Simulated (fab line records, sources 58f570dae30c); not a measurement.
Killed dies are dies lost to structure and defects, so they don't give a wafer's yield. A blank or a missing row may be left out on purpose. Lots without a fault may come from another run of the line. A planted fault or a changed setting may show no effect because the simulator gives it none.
Which tool did it? | flow berkeley_cmos170 | 7 lots, 21 wafers sampled, at 2 steps of a route of 331

WHAT THE GAUGES READ, wafer by wafer
UCB170_NWELL_TW_MEAS_16.
lot  | measured    | on            | NWELL_TW
L569 | day 2 22:20 | film_metro-02 | 1265 1265 1263
L572 | day 3 08:50 | film_metro-04 | 1250 1248 1242
L578 | day 4 17:32 | film_metro-04 | 1210 1204 1204
L582 | day 5 00:42 | film_metro-02 | 1246 1258 1259
L585 | day 6 06:03 | film_metro-01 | 1250 1255 1258
L588 | day 6 13:36 | film_metro-01 | 1251 1252 1254
L591 | day 7 09:29 | film_metro-04 | 1260 1259 1251

WHICH TOOL RAN EACH LOT (tool, then ch and the chambers of the sampled wafers, then the start)
lot  | UCB170_NWELL_IMPLANT_14
L569 | implanter-04 ch 0, day 2 22:04
L572 | implanter-03 ch 0, day 3 08:35
L578 | implanter-03 ch 0, day 4 17:17
L582 | implanter-04 ch 0, day 5 00:28
L585 | implanter-04 ch 0, day 6 05:50
L588 | implanter-04 ch 0, day 6 13:22
L591 | implanter-04 ch 0, day 7 09:17
- UCB170_NWELL_IMPLANT_14

THE ANSWER, worked out from the rows above alone
Rule: what is usual is taken from the lots themselves. Put in order of their means at a reading, lots are off if they are a third of the lots or fewer, leave a main group of 4 or more, and stand apart from it by a gap of 3 or more times the standard deviation of the main group's means; of several such gaps the widest counts. A main group whose means are all the same, to the digits that the tables above print for the reading, isn't used. A lot without any number at a reading at which 4 lots or more have one is off too. The other lots that the step has rows for count as sound.
Off: L578, at UCB170_NWELL_TW_MEAS_16 (NWELL_TW). The main group: mean 1255, standard deviation 5.3.
A tool fits if, at a process step before that reading, it ran every lot that is off, and no sound lot after the first of them. The gauges at UCB170_NWELL_TW_MEAS_16 are tried like those tools. One fits: implanter-03 at UCB170_NWELL_IMPLANT_14. Its last sound lot is L572 (day 3 08:35), its first lot that is off L578 (day 4 17:17): a fault that began between those two fits.

WHAT THE SIMULATOR HAD PUT IN
Process parameter drift: implanter-03, from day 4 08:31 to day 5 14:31, at UCB170_NWELL_IMPLANT_14. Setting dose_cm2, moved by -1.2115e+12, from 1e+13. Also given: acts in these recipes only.
Lots struck among those shown: L578. The rule above found the same.
